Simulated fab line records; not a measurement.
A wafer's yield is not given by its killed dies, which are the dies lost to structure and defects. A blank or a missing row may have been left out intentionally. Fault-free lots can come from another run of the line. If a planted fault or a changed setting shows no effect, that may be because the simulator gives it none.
Which of the tools did it? | flow rit_cmos | 7 lots with 21 wafers sampled at 2 steps, on a route of 202 steps

## WHAT THE GAUGES SHOWED, per wafer
RIT_SPACER_THK_MEAS_04.
lot  | measured    | on            | SPACER_NITRIDE_THK (nm)
L756 | day 3 04:42 | film_metro-01 | 249.4 249.7 251.6
L759 | day 3 20:40 | film_metro-03 | 250.3 249.5 250.4
L764 | day 5 01:35 | film_metro-02 | 250.1 252.8 251.1
L766 | day 5 06:57 | film_metro-03 | 322.3 324.9 320.3
L769 | day 6 01:02 | film_metro-03 | 250.5 251.8 249.8
L772 | day 6 12:55 | film_metro-03 | 249.5 251.7 247.8
L774 | day 6 23:22 | film_metro-01 | 252.3 252.7 251.1

## WHICH TOOL RAN EACH LOT (tool, then ch and the chambers of the sampled wafers, then the start)
lot  | RIT_SPACER_CVD_03
L756 | lpcvd-01 ch 0, day 3 02:47
L759 | lpcvd-02 ch 1, day 3 18:44
L764 | lpcvd-01 ch 1, day 4 22:43
L766 | lpcvd-02 ch 1, day 5 05:01
L769 | lpcvd-01 ch 1, day 5 23:05
L772 | lpcvd-01 ch 0, day 6 11:00
L774 | lpcvd-01 ch 1, day 6 21:26
- RIT_SPACER_CVD_03: deposits Si3N4 from SiH2Cl2/NH3, target thk 250 nm, time 3300 s.

## THE ANSWER, worked out from the rows above alone
Rule: what is usual is taken from the lots themselves. Put in order of their means at a reading, lots are off if they are a third of the lots or fewer, leave a main group of 4 or more, and stand apart from it by a gap of 3 or more times the standard deviation of the main group's means; of several such gaps the widest counts. If all means in a main group match to the digits the tables above print for the reading, that group is not used. Also off: a lot with no number at a reading for which 4 or more lots have one. All remaining lots with rows at the step are treated as sound.
Off: at RIT_SPACER_THK_MEAS_04 (SPACER_NITRIDE_THK), L766. Main group: mean 250.7 nm, sd 0.8.
A tool fits if, at a process step before that reading, it ran every lot that is off, and no sound lot after the first of them. The gauges at RIT_SPACER_THK_MEAS_04 are tried like those tools. One candidate fits, namely lpcvd-02 at RIT_SPACER_CVD_03. A fault onset in the window from L759 (day 3 18:44, its last sound lot) to L766 (day 5 05:01, its first lot off) fits.

## WHAT THE SIMULATOR PUT IN
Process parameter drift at RIT_SPACER_CVD_03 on lpcvd-02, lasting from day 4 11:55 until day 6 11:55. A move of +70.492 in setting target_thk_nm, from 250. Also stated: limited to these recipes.
Lots struck among those shown: L766. The rule above found the same.
